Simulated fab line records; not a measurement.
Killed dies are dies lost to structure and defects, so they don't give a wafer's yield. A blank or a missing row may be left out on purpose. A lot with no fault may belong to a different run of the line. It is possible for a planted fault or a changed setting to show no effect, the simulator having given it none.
fab line records	flow rit_cmos
record: lots: 14	wafers: 42	last_day: 7
route steps=202 shown NWELL@29 NRETRO@63 SILICIDE@167 CONTACT@176 M1@202
lots with no fault: from the same line, run without faults
start_h: hours from the record's first day to the start of the lot's first wafer shown	wait_h: how many hours have passed since the lot's step before this one	" as in the row above	L1.1+2: a row that stands for several wafers	- no value present, or no start provided	* or withheld: withheld	< > ~ a bound
route shown NAME@n: NAME is a module with steps in the file, n the number in the route of the first one	usual: mean/standard deviation taken from wafers without a fault	same: alike in all rows	chamber/n: place in a boat	sites: each site's reading	_std_site: the standard deviation of these	_edge_site: outer sites' mean less inner sites'	radius_mm: for every site, how far away it sits from the centre of the wafer	mask NAME#n: copy n	behind: the last tool/chamber to shape the wafer	hold: what put the lot on hold/how long, in hours/how the hold closed	device: whichever transistor did not switch (one of n, p or np)	end of line: the tests these same wafers got at the end of their route	where a step has no rows: the recipe by itself	killed: count of dies lost to structure and defects at first sort (not the wafer's yield)	map: a wafer's dies, x killed, . not, _ none there
set.NAME: the setting the step ran with; set.NAME@STEP: the setting that earlier step ran with	model.NAME: the simulator's own value behind a step, which no gauge read
a sample of lots followed through the steps of the route, with each step as a table and each wafer as a row
services: from which hour (start_h, from the record's first day; less than 0 if before it) a tool's chamber was out of use, for how many hours, and why
== steps ==
step: RIT_NWELL_COAT_01
recipe: resist: NOVOLAK	spin_rpm: 2000	resist_thk_nm: 1300
usual: exhaust_pa: 45.1/0.96	spin_speed_rpm: 2000.3/1.1
lot.wafer	tool	chamber	start_h	wait_h	exhaust_pa	spin_speed_rpm
L122.2	litho_track-04	0	21.06	0.1	44.4	2001.3
L122.5	"	0	"	"	44.8	2001.0
L122.6	"	0	"	"	45.2	2002.5
L123.1	litho_track-02	0	29.85	0.1	46.1	2000.3
L123.4	"	0	"	"	45.2	2001.5
L123.6	"	0	"	"	45.4	1999.4
L124.2	litho_track-02	0	30.47	0.1	44.6	2001.1
L124.5	"	0	"	"	43.1	2000.0
L124.6	"	0	"	"	44.4	1999.8
L125.2	litho_track-03	0	40.91	0.1	45.7	2000.8
L125.3	"	0	"	"	44.7	2001.6
L125.6	"	0	"	"	45.5	1999.0
L126.1	litho_track-02	0	44.06	0.1	45.4	1999.3
L126.2	"	0	"	"	44.4	1999.9
L126.6	"	0	"	"	44.0	2000.6
L131.1	litho_track-03	0	66.15	0.1	44.5	1999.9
L131.2	"	0	"	"	44.8	2002.0
L131.4	"	0	"	"	45.2	2000.3
L135.2	litho_track-03	0	85.81	0.1	44.5	1437.8
L135.3	"	0	"	"	45.7	1439.8
L135.4	"	0	"	"	44.8	1438.6
L136.2	litho_track-03	0	91.70	0.1	45.5	1438.6
L136.5	"	0	"	"	45.5	1440.0
L136.6	"	0	"	"	45.3	1440.6
L137.1	litho_track-04	0	97.86	0.1	44.0	1998.9
L137.2	"	0	"	"	44.0	1999.6
L137.6	"	0	"	"	44.8	1999.8
L138.2	litho_track-02	0	101.12	0.1	46.3	1999.5
L138.4	"	0	"	"	47.0	1999.5
L138.5	"	0	"	"	46.1	2000.3
L139.1	litho_track-02	0	105.05	0.1	44.5	2000.2
L139.4	"	0	"	"	45.6	2000.3
L139.6	"	0	"	"	44.6	1999.5
L140.1	litho_track-04	0	110.25	0.1	44.8	2000.8
L140.3	"	0	"	"	45.3	2001.5
L140.5	"	0	"	"	45.7	1999.8
L142.2	litho_track-04	0	120.55	0.1	45.6	2002.0
L142.3	"	0	"	"	47.3	2000.3
L142.5	"	0	"	"	45.8	2001.6
L144.2	litho_track-04	0	131.69	0.1	44.8	2000.7
L144.3	"	0	"	"	44.3	1999.3
L144.5	"	0	"	"	44.8	2000.0
step: RIT_NRETRO_TW_MEAS_10
usual: NRETRO_TW: 1054/14
lot.wafer	tool	chamber	start_h	wait_h	NRETRO_TW
L122.2	film_metro-01	-	32.98	0.1	1070
L122.5	"	-	"	"	1070
L122.6	"	-	"	"	1072
L123.1	film_metro-03	-	40.34	0.1	1035
L123.4	"	-	"	"	1028
L123.6	"	-	"	"	1034
L124.2	film_metro-02	-	41.75	0.1	1057
L124.5	"	-	"	"	1054
L124.6	"	-	"	"	1057
L125.2	film_metro-02	-	50.92	0.1	1057
L125.3	"	-	"	"	1061
L125.6	"	-	"	"	1062
L126.1	film_metro-03	-	55.79	0.1	1042
L126.2	"	-	"	"	1042
L126.6	"	-	"	"	1046
L131.1	film_metro-01	-	77.41	0.1	1066
L131.2	"	-	"	"	1060
L131.4	"	-	"	"	1064
L135.2	film_metro-03	-	97.48	0.1	1042
L135.3	"	-	"	"	1041
L135.4	"	-	"	"	1042
L136.2	film_metro-02	-	101.98	0.1	1060
L136.5	"	-	"	"	1056
L136.6	"	-	"	"	1056
L137.1	film_metro-02	-	107.84	0.1	1060
L137.2	"	-	"	"	1056
L137.6	"	-	"	"	1055
L138.2	film_metro-03	-	112.09	0.1	1045
L138.4	"	-	"	"	1043
L138.5	"	-	"	"	1040
L139.1	film_metro-03	-	115.97	0.1	1045
L139.4	"	-	"	"	1047
L139.6	"	-	"	"	1039
L140.1	film_metro-01	-	120.49	0.1	1080
L140.3	"	-	"	"	1075
L140.5	"	-	"	"	1079
L142.2	film_metro-01	-	131.35	0.1	1073
L142.3	"	-	"	"	1077
L142.5	"	-	"	"	1069
L144.2	film_metro-01	-	142.98	0.1	1071
L144.3	"	-	"	"	1069
L144.5	"	-	"	"	1078
step: RIT_SILICIDE_RTA_06
recipe: temp_c: 750	time_s: 10	idle_temp_c: 25	ramp_up_s: 5	ramp_down_s: 10	cool_to_c: 25	ambient: N2
usual: chamber_o2_ppm: 2.000/0.022	wafer_temp_C_max: 754.4/0.88
lot.wafer	tool	chamber	start_h	wait_h	chamber_o2_ppm	wafer_temp_C_max
L122.2	rtp_anneal-02	0	60.90	0.0	2.029	752.9
L122.5	"	0	"	"	2.045	754.4
L122.6	"	0	"	"	2.012	753.1
L124.2	rtp_anneal-02	0	62.92	0.0	2.001	753.9
L124.5	"	0	"	"	1.984	754.4
L124.6	"	0	"	"	1.963	753.9
L123.1	rtp_anneal-02	0	63.02	0.0	2.034	754.0
L123.4	"	0	"	"	2.012	754.5
L123.6	"	0	"	"	2.000	755.2
L125.2	rtp_anneal-01	0	72.27	0.0	2.020	753.0
L125.3	"	0	"	"	2.034	755.9
L125.6	"	0	"	"	2.004	755.6
L126.1	rtp_anneal-02	0	77.64	0.0	2.024	753.5
L126.2	"	0	"	"	2.047	754.7
L126.6	"	0	"	"	2.044	755.1
L131.1	rtp_anneal-01	0	100.89	0.0	2.008	753.7
L131.2	"	0	"	"	2.017	754.8
L131.4	"	0	"	"	1.974	754.3
L135.2	rtp_anneal-01	0	119.90	0.0	1.981	754.0
L135.3	"	0	"	"	2.026	755.2
L135.4	"	0	"	"	2.060	755.0
L136.2	rtp_anneal-02	0	123.79	0.0	1.991	754.1
L136.5	"	0	"	"	1.939	753.4
L136.6	"	0	"	"	2.005	755.0
L137.1	rtp_anneal-01	0	131.62	0.0	1.969	753.6
L137.2	"	0	"	"	1.982	754.0
L137.6	"	0	"	"	1.992	753.5
L138.2	rtp_anneal-02	0	133.46	0.0	1.981	753.3
L138.4	"	0	"	"	2.000	753.1
L138.5	"	0	"	"	1.978	753.9
L139.1	rtp_anneal-01	0	138.47	0.0	1.997	753.9
L139.4	"	0	"	"	2.027	754.0
L139.6	"	0	"	"	2.044	754.3
L140.1	rtp_anneal-02	0	144.17	0.0	2.001	754.2
L140.3	"	0	"	"	2.024	755.0
L140.5	"	0	"	"	2.014	753.6
L142.2	rtp_anneal-02	0	153.28	0.0	2.020	756.4
L142.3	"	0	"	"	2.007	753.6
L142.5	"	0	"	"	2.014	755.6
L144.2	rtp_anneal-02	0	166.71	0.0	2.001	753.0
L144.3	"	0	"	"	2.017	755.3
L144.5	"	0	"	"	2.006	756.4
step: RIT_CONTACT_CD_MEAS_08
recipe: target_cd_nm: 1000
usual: cd_nm: 1000.5/2.3
lot.wafer	tool	chamber	start_h	wait_h	cd_nm
L122.2	cd_sem-02	-	62.27	-	1002.1
L122.5	"	-	"	"	1001.1
L122.6	"	-	"	"	1000.5
L124.2	cd_sem-02	-	64.07	-	997.7
L124.5	"	-	"	"	997.0
L124.6	"	-	"	"	998.0
L123.1	cd_sem-01	-	64.29	-	1000.5
L123.4	"	-	"	"	1002.0
L123.6	"	-	"	"	1000.4
L125.2	cd_sem-02	-	73.42	-	996.6
L125.3	"	-	"	"	996.5
L125.6	"	-	"	"	998.9
L126.1	cd_sem-02	-	78.79	-	1001.7
L126.2	"	-	"	"	999.9
L126.6	"	-	"	"	999.7
L131.1	cd_sem-02	-	102.04	-	998.1
L131.2	"	-	"	"	1000.6
L131.4	"	-	"	"	1000.6
L135.2	cd_sem-02	-	121.18	-	1001.4
L135.3	"	-	"	"	1001.5
L135.4	"	-	"	"	999.7
L136.2	cd_sem-02	-	124.97	-	1003.0
L136.5	"	-	"	"	1003.4
L136.6	"	-	"	"	1004.6
L137.1	cd_sem-01	-	132.89	-	1004.1
L137.2	"	-	"	"	1003.9
L137.6	"	-	"	"	1004.7
L138.2	cd_sem-01	-	134.61	-	1001.4
L138.4	"	-	"	"	1001.5
L138.5	"	-	"	"	1001.9
L139.1	cd_sem-02	-	139.61	-	1003.7
L139.4	"	-	"	"	1002.3
L139.6	"	-	"	"	1005.4
L140.1	cd_sem-02	-	145.44	-	998.8
L140.3	"	-	"	"	997.3
L140.5	"	-	"	"	998.9
L142.2	cd_sem-01	-	154.43	-	997.5
L142.3	"	-	"	"	998.0
L142.5	"	-	"	"	998.7
L144.2	cd_sem-01	-	167.87	-	999.0
L144.3	"	-	"	"	1000.5
L144.5	"	-	"	"	1001.5
step: RIT_M1_PROBE_99
usual: killed_at_M0_to_M3: 0.0/0.083	killed_at_contacts: 0.1/0.31	killed_at_front_end: 6.3/2.7	killed_dies: 6.4/2.7	killed_open: 3.3/2	killed_short: 3/1.8
same: gross_dies: 264	killed_at_M4_up: 0	killed_at_back_side: 0	killed_at_other: 0
lot.wafer	tool	chamber	start_h	wait_h	killed_at_M0_to_M3	killed_at_contacts	killed_at_front_end	killed_dies	killed_open	killed_short
L135.2	prober-01	-	126.51	0.1	0	1	6	7	3	4
L135.3	prober-01	-	126.56	0.2	0	1	7	8	3	5
L135.4	prober-01	-	126.61	0.2	0	0	7	7	4	3
L136.2	prober-02	-	130.17	0.1	0	0	6	6	4	2
L136.5	prober-02	-	130.32	0.2	0	0	9	9	3	6
L136.6	prober-02	-	130.37	0.2	0	0	4	4	3	1
L139.1	prober-01	-	144.80	0.1	0	0	2	2	0	1
L139.4	prober-01	-	144.95	0.2	0	0	7	7	3	2
L139.6	prober-01	-	145.05	0.2	0	1	4	5	2	3
L144.2	prober-02	-	173.11	0.1	0	0	7	7	2	5
L144.3	prober-02	-	173.16	0.2	0	0	8	8	4	4
L144.5	prober-02	-	173.26	0.2	0	0	6	6	3	3
killed by level:class
L135.2 REOX:geometric_particle:open=2 FOX2:geometric_particle:short=1 GATE:geometric_particle:open=1 GATE:geometric_particle:short=1 SPACER:geometric_particle:short=1 CONTACT:geometric_particle:short=1
L135.3 GATE:geometric_particle:short=4 GATE:geometric_particle:open=2 FOX1:geometric_particle:open=1 CONTACT:geometric_particle:short=1
L135.4 GATE:geometric_particle:open=2 FOX1:geometric_particle:short=1 REOX:geometric_particle:open=1 REOX:geometric_particle:short=1 SPACER:geometric_particle:open=1 SPACER:geometric_particle:short=1
L136.2 GATE:geometric_particle:open=2 REOX:geometric_particle:open=1 REOX:geometric_particle:short=1 SPACER:geometric_particle:open=1 SPACER:geometric_particle:short=1
L136.5 FOX2:geometric_particle:short=2 FOX2:geometric_particle:open=2 GATE:geometric_particle:short=2 FOX1:geometric_particle:short=1 REOX:geometric_particle:open=1 REOX:geometric_particle:short=1
L136.6 GATE:geometric_particle:open=2 REOX:geometric_particle:short=1 REOX:geometric_particle:open=1
L139.1 FOX1:geometric_particle:short=1 NWELL:coat_microbubble_printed=1
L139.4 REOX:geometric_particle:open=3 NWELL:coat_microbubble_printed=2 GATE:geometric_particle:short=1 REOX:geometric_particle:short=1
L139.6 FOX1:geometric_particle:short=1 GATE:geometric_particle:open=1 REOX:geometric_particle:open=1 REOX:geometric_particle:short=1 CONTACT:geometric_particle:short=1
L144.2 GATE:geometric_particle:short=2 SPACER:geometric_particle:short=2 SPACER:geometric_particle:open=1 SILICIDE:geometric_particle:short=1 SILICIDE:geometric_particle:open=1
L144.3 GATE:geometric_particle:open=2 GATE:geometric_particle:short=2 FOX2:geometric_particle:open=1 SPACER:geometric_particle:short=1 SPACER:geometric_particle:open=1 SILICIDE:geometric_particle:short=1
L144.5 GATE:geometric_particle:open=2 FOX1:geometric_particle:open=1 FOX2:geometric_particle:short=1 GATE:geometric_particle:short=1 SPACER:geometric_particle:short=1
== services ==
tool	chamber	start_h	hours	kind
rtp_anneal-01	-	8.26	3.2	pm
rtp_anneal-02	-	43.34	4.9	pm
== key ==
first_sign: step: RIT_NWELL_COAT_01	reading: spin_speed_rpm	direction: down	sigmas: 99+	usual: 2000.3	struck: 1439.2
effect none on later readings
met_at RIT_NWELL_COAT_01
struck_lots L135,L136
tester_left_out L135,L136
not_acting_at RIT_NRETRO_TW_MEAS_10,RIT_SILICIDE_RTA_06,RIT_CONTACT_CD_MEAS_08
onset_between 66.15 85.81
fault: kind: process_parameter_drift	tool: litho_track-03	chamber: -	onset_h: 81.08	steps: RIT_NWELL_COAT_01	channel: spin_rpm	offset: -560.65	shape: step	end_h: 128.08	acts_in: these_recipes_only	stated: 2000
tester_left_out: of these lots the tester's yield and bins aren't shown, on N5 and GAA mostly nor the transistor test; their killed dies are dies lost to structure and defects alone, not to doping, threshold or leakage, so they don't give the yield
